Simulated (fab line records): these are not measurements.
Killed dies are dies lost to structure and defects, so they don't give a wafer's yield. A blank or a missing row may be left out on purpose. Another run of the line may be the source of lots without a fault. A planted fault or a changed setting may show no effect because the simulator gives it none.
Comparing a struck lot with a sound one    flow rit-cmos    17 out of 202 route steps
Sound: wafers L743.2, L743.3, L743.4. The struck wafers were L752.1, L752.4, L752.5. The cause comes at the end.
At each step with rows: each side's tool, then ch and its chambers, then its first start. Under that, the readings that differ: sound wafers    struck wafers    difference of the means    sigmas: that difference in standard deviations of wafers without a fault.
alike: words and numbers the same on both sides, and readings whose means are apart by under 2 such deviations; not compared: readings that were withheld, readings missing a value for some wafer, numbers with overlapping values and no deviation given by the record, and bounds like >300 which may hide the same value.
Wherever a step has rows on one side only, a row that says differs or no value, or a row with sigmas, the two part there. Numbers that have no deviation but don't overlap get no sigmas and don't part them. A reading that every wafer of one side lacks parts them only if that side has two wafers or more.

RIT_PWELL_TW_MEAS_10:
  sound on film-metro-04 at day 3 22:44; struck on film-metro-04 at day 5 19:32
  alike: PWELL_TW
then, 1 step without rows for these wafers: RIT_WELLDRIVE_ANNEAL_00 (time 14700 s).
RIT_WELLDRIVE_RS_MEAS_01: the measuring method here is four-point-probe.
  sound on film-metro-04 at day 4 05:10; struck on film-metro-01 at day 6 01:28
  alike: NWELL_RS
RIT_WELLDRIVE_RS_MEAS_02: the measuring method here is four-point-probe.
  sound on film-metro-04 at day 4 05:17; struck on film-metro-01 at day 6 01:35
  alike: PWELL_RS
then, 6 steps without rows for these wafers: RIT_NRETRO_HMDS_00 (prime time 60 s); RIT_NRETRO_COAT_01 (resist thk 1300 nm); RIT_NRETRO_SOFTBAKE_02 (time 60 s); RIT_NRETRO_EXPOSE_03 (exposes mask M4, target cd 43900 nm); RIT_NRETRO_PEB_04; RIT_NRETRO_DEVELOP_05 (develop time 68 s).
RIT_NRETRO_OVL_MEAS_06:
  sound on overlay-02 at day 4 06:16; struck on overlay-02 at day 6 02:35
  alike: NRETRO_OVL
then, 1 step without rows for these wafers: RIT_NRETRO_HARDBAKE_07 (time 120 s).
RIT_NRETRO_IMPLANT_08:
  sound on implanter-04 ch 0, day 4 06:34; struck on implanter-04 ch 0, day 6 02:53
reading                    sound                 struck                difference  sigmas
beam-energy-keV            70.006 69.997 70.011  79.108 79.089 79.100  +9.094      +99 or more
model.implant.rp-nm (nm)   86.77 86.77 86.77     95.44 95.44 95.44     +8.67       
model.implant.drp-nm (nm)  33.94 33.94 33.94     37.58 37.58 37.58     +3.64       
RIT_NRETRO_STRIP_09: strips in O2, time 180 s.
  sound on plasma-asher-04 ch 0,1, day 4 06:41; struck on plasma-asher-03 ch 0, day 6 03:02
  alike: drypump-motor-current-A
  not compared: rf-hours-counter-h
RIT_NRETRO_TW_MEAS_10:
  sound on film-metro-02 at day 4 06:53; struck on film-metro-01 at day 6 03:12
reading    sound           struck          difference  sigmas
NRETRO_TW  1050 1051 1056  1075 1077 1078  +24         +3
then, 2 steps without rows for these wafers: RIT_PRETRO_HMDS_00 (prime time 60 s); RIT_M1_PROBE_99.

WHERE THEY PART
First at RIT_NRETRO_IMPLANT_08; last, within this record, at RIT_NRETRO_TW_MEAS_10.

WHY: what the simulator had put in
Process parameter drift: implanter-04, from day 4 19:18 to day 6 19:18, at RIT_NRETRO_IMPLANT_08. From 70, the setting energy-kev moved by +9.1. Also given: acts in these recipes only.
